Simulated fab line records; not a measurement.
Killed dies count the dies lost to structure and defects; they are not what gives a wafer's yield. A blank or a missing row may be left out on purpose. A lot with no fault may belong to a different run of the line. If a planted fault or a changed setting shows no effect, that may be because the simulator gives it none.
Which tool is to blame? + flow berkeleyCmos170 + 14 lots with 42 wafers sampled at 6 steps, on a route of 331 steps

== WHAT EACH GAUGE READ, for each wafer ==
UCB170_SDANNEAL_RS_MEAS_02: uses a four-point probe to measure. Usual: PSD_RS 75.42 ohm/sq, standard deviation 0.25.
| lot  | measured     | on           | PSD_RS (ohm/sq)   | flag |
|------|--------------|--------------|-------------------|------|
| L174 | day 6 18:41  | filmMetro-01 | 75.72 76.03 75.97 |      |
| L177 | day 7 02:10  | filmMetro-02 | 75.40 75.85 75.33 |      |
| L178 | day 7 02:38  | filmMetro-01 | 75.19 75.34 75.16 |      |
| L176 | day 7 02:19  | filmMetro-03 | 75.74 75.32 75.16 |      |
| L179 | day 7 18:25  | filmMetro-02 | 75.55 75.38 75.30 |      |
| L180 | day 8 05:11  | filmMetro-03 | 75.21 75.26 75.37 |      |
| L181 | day 8 05:40  | filmMetro-01 | 75.50 75.33 75.28 |      |
| L182 | day 8 18:38  | filmMetro-02 | 75.67 75.71 75.58 |      |
| L183 | day 8 18:53  | filmMetro-03 | 75.75 75.67 75.68 |      |
| L191 | day 10 16:49 | filmMetro-02 | 75.00 74.98 74.99 |      |
| L193 | day 10 17:22 | filmMetro-01 | 75.44 75.64 75.53 |      |
| L194 | day 11 14:25 | filmMetro-03 | 75.71 75.15 75.61 |      |
| L195 | day 11 19:32 | filmMetro-02 | 75.25 75.21 75.71 |      |
| L196 | day 11 19:52 | filmMetro-03 | 75.11 75.28 75.18 |      |

UCB170_SILICIDE_RS_MEAS_02: uses a four-point probe to measure. Usual: SILICIDE_TI_RS 26.9 ohm/sq, standard deviation 0.39.
| lot  | measured     | on           | SILICIDE_TI_RS (ohm/sq) | flag |
|------|--------------|--------------|-------------------------|------|
| L174 | day 6 19:16  | filmMetro-04 | 26.6 26.8 26.9          |      |
| L177 | day 7 02:44  | filmMetro-02 | 26.4 26.4 26.3          |      |
| L178 | day 7 03:12  | filmMetro-04 | 26.9 26.2 26.3          |      |
| L176 | day 7 02:54  | filmMetro-04 | 26.4 27.0 26.9          |      |
| L179 | day 7 18:59  | filmMetro-01 | 26.3 26.9 26.3          |      |
| L180 | day 8 05:46  | filmMetro-02 | 27.1 26.4 26.8          |      |
| L181 | day 8 06:14  | filmMetro-04 | - - -                   | OFF  |
| L182 | day 8 19:15  | filmMetro-04 | - - -                   | OFF  |
| L183 | day 8 19:28  | filmMetro-04 | 26.4 27.2 26.6          |      |
| L191 | day 10 17:24 | filmMetro-02 | 27.0 26.6 27.2          |      |
| L193 | day 10 17:56 | filmMetro-02 | 27.4 27.6 27.8          |      |
| L194 | day 11 14:59 | filmMetro-01 | 26.9 26.8 26.6          |      |
| L195 | day 11 20:08 | filmMetro-04 | 26.7 27.0 27.2          |      |
| L196 | day 11 20:26 | filmMetro-01 | 26.6 26.6 26.4          |      |

UCB170_SILICIDE_THK_MEAS_03: measures by xrf. Usual: SILICIDE_TI_THK 29.0 nm, standard deviation 0.44.
| lot  | measured     | on           | SILICIDE_TI_THK (nm) | flag |
|------|--------------|--------------|----------------------|------|
| L174 | day 6 19:22  | filmMetro-04 | 29.0 29.1 28.9       |      |
| L177 | day 7 02:51  | filmMetro-02 | 29.7 29.8 29.8       |      |
| L178 | day 7 03:18  | filmMetro-04 | 28.9 29.6 29.5       |      |
| L176 | day 7 03:01  | filmMetro-04 | 29.2 28.8 28.9       |      |
| L179 | day 7 19:06  | filmMetro-01 | 29.5 29.3 29.8       |      |
| L180 | day 8 05:53  | filmMetro-02 | 29.2 29.7 29.4       |      |
| L181 | day 8 06:21  | filmMetro-04 | <0.0 <0.0 <0.0       | OFF  |
| L182 | day 8 19:22  | filmMetro-04 | <0.0 <0.0 <0.0       | OFF  |
| L183 | day 8 19:34  | filmMetro-04 | 29.1 28.3 29.0       |      |
| L191 | day 10 17:31 | filmMetro-02 | 29.0 29.3 28.8       |      |
| L193 | day 10 18:04 | filmMetro-02 | 28.6 28.4 28.2       |      |
| L194 | day 11 15:06 | filmMetro-01 | 29.4 29.4 29.6       |      |
| L195 | day 11 20:15 | filmMetro-04 | 29.0 28.7 28.5       |      |
| L196 | day 11 20:32 | filmMetro-01 | 29.7 29.8 29.8       |      |

== TOOL THAT RAN EACH LOT (tool first, then ch and the chambers of the sampled wafers, then the start) ==
| lot  | UCB170_PSD_STRIP_09                 | UCB170_NSD_STRIP_09                 | UCB170_SILICIDE_SPUTTER_01  |
|------|-------------------------------------|-------------------------------------|-----------------------------|
| L174 | plasmaAsher-04 ch 0,1, day 6 15:35  | plasmaAsher-03 ch 0,1, day 6 17:29  | pvdSputter-03, day 6 19:12  |
| L177 | plasmaAsher-02 ch 0,1, day 6 22:19  | plasmaAsher-03 ch 0,1, day 7 00:47  | pvdSputter-04, day 7 02:41  |
| L178 | plasmaAsher-03 ch 0,1, day 6 22:26  | plasmaAsher-01 ch 0,1, day 7 01:13  | pvdSputter-02, day 7 03:08  |
| L176 | plasmaAsher-04 ch 0,1, day 6 22:41  | plasmaAsher-04 ch 0,1, day 7 00:55  | pvdSputter-03, day 7 02:51  |
| L179 | plasmaAsher-02 ch 0,1, day 7 15:01  | plasmaAsher-01 ch 0,1, day 7 16:55  | pvdSputter-04, day 7 18:56  |
| L180 | plasmaAsher-03 ch 0,1, day 8 01:43  | plasmaAsher-03 ch 0,1, day 8 03:38  | pvdSputter-04, day 8 05:44  |
| L181 | plasmaAsher-04 ch 0,1, day 8 01:55  | plasmaAsher-01 ch 0, day 8 04:21    | pvdSputter-03, day 8 06:11  |
| L182 | plasmaAsher-03 ch 1, day 8 13:56    | plasmaAsher-01 ch 0,1, day 8 17:26  | pvdSputter-02, day 8 19:10  |
| L183 | plasmaAsher-04 ch 1, day 8 14:03    | plasmaAsher-04 ch 0,1, day 8 17:40  | pvdSputter-03, day 8 19:25  |
| L191 | plasmaAsher-04 ch 0,1, day 10 11:43 | plasmaAsher-03 ch 0,1, day 10 15:33 | pvdSputter-02, day 10 17:22 |
| L193 | plasmaAsher-03 ch 0,1, day 10 12:00 | plasmaAsher-04 ch 0,1, day 10 16:10 | pvdSputter-04, day 10 17:55 |
| L194 | plasmaAsher-04 ch 0,1, day 11 11:40 | plasmaAsher-03 ch 0,1, day 11 13:13 | pvdSputter-04, day 11 14:56 |
| L195 | plasmaAsher-02 ch 0,1, day 11 16:21 | plasmaAsher-03 ch 1, day 11 18:22   | pvdSputter-03, day 11 20:06 |
| L196 | plasmaAsher-03 ch 0,1, day 11 16:48 | plasmaAsher-01 ch 0,1, day 11 18:40 | pvdSputter-02, day 11 20:22 |
- UCB170_PSD_STRIP_09: strips in O2.
- UCB170_NSD_STRIP_09: strips in O2.
- UCB170_SILICIDE_SPUTTER_01: material Ti, target thk 30 nm, time 25 s.

== WHAT THE TOOLS THEMSELVES READ (means of the sampled wafers that have a number; where no wafer has one, the mark that the record gives instead) ==
UCB170_PSD_STRIP_09. Usual: drypumpMotorCurrentA 5.5 A, standard deviation 0.45; oesProductAu 0.600 a.u., standard deviation 0.0047; stripTimeToEndpointS 29.38 s, standard deviation 0.069.
| lot  | tool           | drypumpMotorCurrentA (A) | oesProductAu (a.u.) | stripTimeToEndpointS (s) | flag |
|------|----------------|--------------------------|---------------------|--------------------------|------|
| L174 | plasmaAsher-04 | 5.6                      | 0.603               | 29.31                    |      |
| L177 | plasmaAsher-02 | 5.5                      | 0.600               | 29.39                    |      |
| L178 | plasmaAsher-03 | 5.7                      | 0.600               | 29.31                    |      |
| L176 | plasmaAsher-04 | 5.6                      | 0.599               | 29.40                    |      |
| L179 | plasmaAsher-02 | 5.0                      | 0.601               | 29.37                    |      |
| L180 | plasmaAsher-03 | 5.7                      | 0.598               | 29.38                    |      |
| L181 | plasmaAsher-04 | 5.6                      | 0.596               | 29.31                    |      |
| L182 | plasmaAsher-03 | 5.6                      | 0.597               | 29.36                    |      |
| L183 | plasmaAsher-04 | 5.7                      | 0.602               | 29.31                    |      |
| L191 | plasmaAsher-04 | 5.7                      | 0.599               | 29.45                    |      |
| L193 | plasmaAsher-03 | 5.7                      | 0.597               | 29.40                    |      |
| L194 | plasmaAsher-04 | 5.7                      | 0.598               | 29.40                    |      |
| L195 | plasmaAsher-02 | 5.0                      | 0.600               | 29.36                    |      |
| L196 | plasmaAsher-03 | 5.7                      | 0.602               | 29.50                    |      |

UCB170_NSD_STRIP_09. Usual: drypumpMotorCurrentA 5.70 A, standard deviation 0.098; oesProductAu 0.533 a.u., standard deviation 0.0045; stripTimeToEndpointS 35.84 s, standard deviation 0.067.
| lot  | tool           | drypumpMotorCurrentA (A) | oesProductAu (a.u.) | stripTimeToEndpointS (s) | flag |
|------|----------------|--------------------------|---------------------|--------------------------|------|
| L174 | plasmaAsher-03 | 5.69                     | 0.537               | 35.82                    |      |
| L177 | plasmaAsher-03 | 5.65                     | 0.533               | 35.86                    |      |
| L178 | plasmaAsher-01 | 5.78                     | 0.530               | 35.76                    |      |
| L176 | plasmaAsher-04 | 5.66                     | 0.532               | 35.86                    |      |
| L179 | plasmaAsher-01 | 5.69                     | 0.532               | 35.78                    |      |
| L180 | plasmaAsher-03 | 5.70                     | 0.531               | 35.91                    |      |
| L181 | plasmaAsher-01 | 5.87                     | 0.534               | 35.78                    |      |
| L182 | plasmaAsher-01 | 5.70                     | 0.536               | 35.88                    |      |
| L183 | plasmaAsher-04 | 5.61                     | 0.532               | 35.80                    |      |
| L191 | plasmaAsher-03 | 5.69                     | 0.535               | 35.85                    |      |
| L193 | plasmaAsher-04 | 5.61                     | 0.534               | 35.81                    |      |
| L194 | plasmaAsher-03 | 5.71                     | 0.529               | 35.91                    |      |
| L195 | plasmaAsher-03 | 5.65                     | 0.536               | 35.81                    |      |
| L196 | plasmaAsher-01 | 5.75                     | 0.533               | 35.72                    |      |

UCB170_SILICIDE_SPUTTER_01. Usual: cathodeDcPowerW 1465.1 W, standard deviation 0.25; chamberPressurePa 0.5000 Pa, standard deviation 0.0011; throttleValvePct 30.0 %, standard deviation 1.5.
| lot  | tool          | cathodeDcPowerW (W) | chamberPressurePa (Pa) | throttleValvePct (%) | flag |
|------|---------------|---------------------|------------------------|----------------------|------|
| L174 | pvdSputter-03 | 1465.0              | 0.5004                 | 30.8                 |      |
| L177 | pvdSputter-04 | 1465.0              | 0.5000                 | 29.5                 |      |
| L178 | pvdSputter-02 | 1465.1              | 0.4997                 | 30.7                 |      |
| L176 | pvdSputter-03 | 1465.0              | 0.5008                 | 31.6                 |      |
| L179 | pvdSputter-04 | 1465.2              | 0.4996                 | 29.6                 |      |
| L180 | pvdSputter-04 | 1465.1              | 0.5006                 | 29.5                 |      |
| L181 | pvdSputter-03 | -                   | -                      | -                    | OFF  |
| L182 | pvdSputter-02 | -                   | -                      | -                    | OFF  |
| L183 | pvdSputter-03 | 1465.1              | 0.4994                 | 30.9                 |      |
| L191 | pvdSputter-02 | 1465.0              | 0.5006                 | 29.0                 |      |
| L193 | pvdSputter-04 | 1465.2              | 0.5003                 | 29.3                 |      |
| L194 | pvdSputter-04 | 1465.3              | 0.4987                 | 29.9                 |      |
| L195 | pvdSputter-03 | 1464.8              | 0.5002                 | 30.2                 |      |
| L196 | pvdSputter-02 | 1464.9              | 0.4992                 | 28.8                 |      |

== THE ANSWER, worked out from the rows above alone ==
Rule: a lot is off if the mean of its wafers that have a number lies more than 3 standard deviations from the usual mean. A lot without any number at a reading at which 4 lots or more have one is off too. All remaining lots with rows at the step are treated as sound. Order of review: gauges by route order, followed by the tools' own readings, for which a lot's mean as printed above is used. The first step at which some lot is off is used, and at that step the reading that is off furthest; a lot without a number counts as furthest.
Off: at UCB170_SILICIDE_RS_MEAS_02 (SILICIDE_TI_RS), L181, L182. Without a number there: L181, L182.
If a tool, at a process step before that reading, ran all the lots that are off and no sound lot after the first of them, it fits. The gauges at UCB170_SILICIDE_RS_MEAS_02 aren't tried: what is off there is off at UCB170_SILICIDE_SPUTTER_01 too, on other tools, and a gauge's error can't cause that. None of those tried fits.

== WHAT WAS PUT IN BY THE SIMULATOR ==
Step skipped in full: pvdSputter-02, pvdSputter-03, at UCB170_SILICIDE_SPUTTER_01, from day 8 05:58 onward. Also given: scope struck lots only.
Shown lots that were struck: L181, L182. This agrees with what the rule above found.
